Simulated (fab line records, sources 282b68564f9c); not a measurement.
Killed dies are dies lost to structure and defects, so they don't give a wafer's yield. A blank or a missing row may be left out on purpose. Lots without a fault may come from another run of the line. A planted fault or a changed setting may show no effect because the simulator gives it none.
A struck lot beside a sound one | flow rit_cmos | 18 steps out of a route of 202
Sound: wafers L317.1, L317.2, L317.5. Struck: wafers L332.2, L332.3, L332.4. The cause comes at the end.
At each step with rows: each side's tool, then ch and its chambers, then its first start. Under that, the readings that differ: sound wafers | struck wafers | difference of the means | sigmas: that difference in standard deviations of wafers without a fault.
alike: readings whose means differ by less than 2 such deviations, and words and numbers that are the same on both sides. not compared: withheld readings, readings that some wafer has no value for, bounds like >300 that may hide the same value, and numbers for which the record gives no deviation and whose values overlap.
The two part at a step that has a row with sigmas, a row that says differs or no value, or rows on one side only. Numbers that don't overlap but have no deviation are shown without sigmas and don't part them. A reading that every wafer of one side lacks parts them only if that side has two wafers or more.

first, 4 steps without rows for these wafers: RIT_PSD_SOFTBAKE_02 (time 59.03 s); RIT_PSD_EXPOSE_03 (exposes mask M10, target cd 40900 nm); RIT_PSD_PEB_04; RIT_PSD_DEVELOP_05 (develop time 50 s).
RIT_PSD_OVL_MEAS_06:
  sound on overlay-02, day 3 12:20; struck on overlay-02, day 6 14:05
  alike: PSD_OVL
then, 2 steps without rows for these wafers: RIT_PSD_HARDBAKE_07 (time 60 s); RIT_PSD_IMPLANT_08.
RIT_PSD_STRIP_09: strips in O2, time 180 s.
  sound on plasma_asher-03 ch 0,1, day 3 12:40; struck on plasma_asher-04 ch 0,1, day 6 14:25
  alike: drypump_motor_current_A
  not compared: rf_hours_counter_h
RIT_PSD_TW_MEAS_10:
  sound on film_metro-01, day 3 12:50; struck on film_metro-03, day 6 14:35
  reading | sound          | struck         | difference | sigmas
  PSD_TW  | 3397 3376 3377 | 3522 3521 3534 | +142       | +2
then, 3 steps without rows for these wafers: RIT_SDANNEAL_CLEAN_00 (cleans in SC1, time 600 s); RIT_SDANNEAL_CLEAN_01 (cleans in dHF, time 30 s); RIT_SDANNEAL_CLEAN_02 (cleans in SC2, time 600 s).
RIT_SDANNEAL_RTA_03: time 5 s.
  sound on rtp_anneal-02 ch 0, day 3 13:26; struck on rtp_anneal-02 ch 0, day 6 15:01
  alike: ramp_down_c_per_s, wafer_temp_C_max
RIT_SDANNEAL_RS_MEAS_04: measures by four-point-probe.
  sound on film_metro-01, day 3 13:30; struck on film_metro-02, day 6 15:07
  reading         | sound                | struck               | difference | sigmas
  PSD_RS (ohm/sq) | 116.02 116.38 115.54 | 127.29 127.72 127.81 | +11.63     | +40
RIT_SDANNEAL_RS_MEAS_05: measures by four-point-probe.
  sound on film_metro-01, day 3 13:37; struck on film_metro-02, day 6 15:14
  reading         | sound             | struck            | difference | sigmas
  NSD_RS (ohm/sq) | 84.30 84.14 84.19 | 85.54 85.47 85.23 | +1.20      | +4
RIT_SDANNEAL_RS_MEAS_06: measures by four-point-probe.
  sound on film_metro-01, day 3 13:44; struck on film_metro-02, day 6 15:22
  reading          | sound             | struck            | difference | sigmas
  PLDD_RS (ohm/sq) | 179.9 179.3 178.7 | 189.9 190.8 191.1 | +11.3      | +23
RIT_SDANNEAL_RS_MEAS_07: measures by four-point-probe.
  sound on film_metro-01, day 3 13:52; struck on film_metro-02, day 6 15:29
  alike: NLDD_RS
RIT_M1_PROBE_99:
  sound on prober-01, day 3 21:38; struck on prober-02, day 6 22:41
  reading                              | sound             | struck            | difference | sigmas
  model.etest.pmos_turned.r_on_ohm_um  | 3519 3417 3466    | 3931 3957 3910    | +465       |
  model.etest.pmos_0p3.r_on_ohm_um     | 6365 6283 6352    | 6611 6660 6639    | +303       |
  model.etest.pmos_0p15.r_on_ohm_um    | 2860 2786 2798    | 3022 3072 3045    | +232       |
  model.etest.pmos_turned.drive_ua_um  | 186.4 191.3 185.8 | 153.5 153.5 156   | -33.5      |
  model.etest.pmos_0p15.drive_ua_um    | 244.2 250.7 245.7 | 233.9 230 233.2   | -14.5      |
  model.etest.pmos_narrow.drive_ua_um  | 101.3 103.6 99.08 | 97.18 97.94 97.45 | -3.80      |
  model.etest.pmos_0p3.drive_ua_um     | 98.55 100.7 97.54 | 94.81 95.13 95.47 | -3.79      |
  model.etest.contact_pplus.end_ohm_um | 43.03 45.28 44.99 | 50.04 48.84 49.91 | +5.16      |
  alike: killed_at_front_end, killed_dies, killed_open, killed_short

WHERE THEY PART
First at RIT_PSD_TW_MEAS_10; last, within this record, at RIT_SDANNEAL_RS_MEAS_06. Later steps at which nothing parts them and some readings are alike: RIT_SDANNEAL_RS_MEAS_07, RIT_M1_PROBE_99.

WHY: what the simulator had put in
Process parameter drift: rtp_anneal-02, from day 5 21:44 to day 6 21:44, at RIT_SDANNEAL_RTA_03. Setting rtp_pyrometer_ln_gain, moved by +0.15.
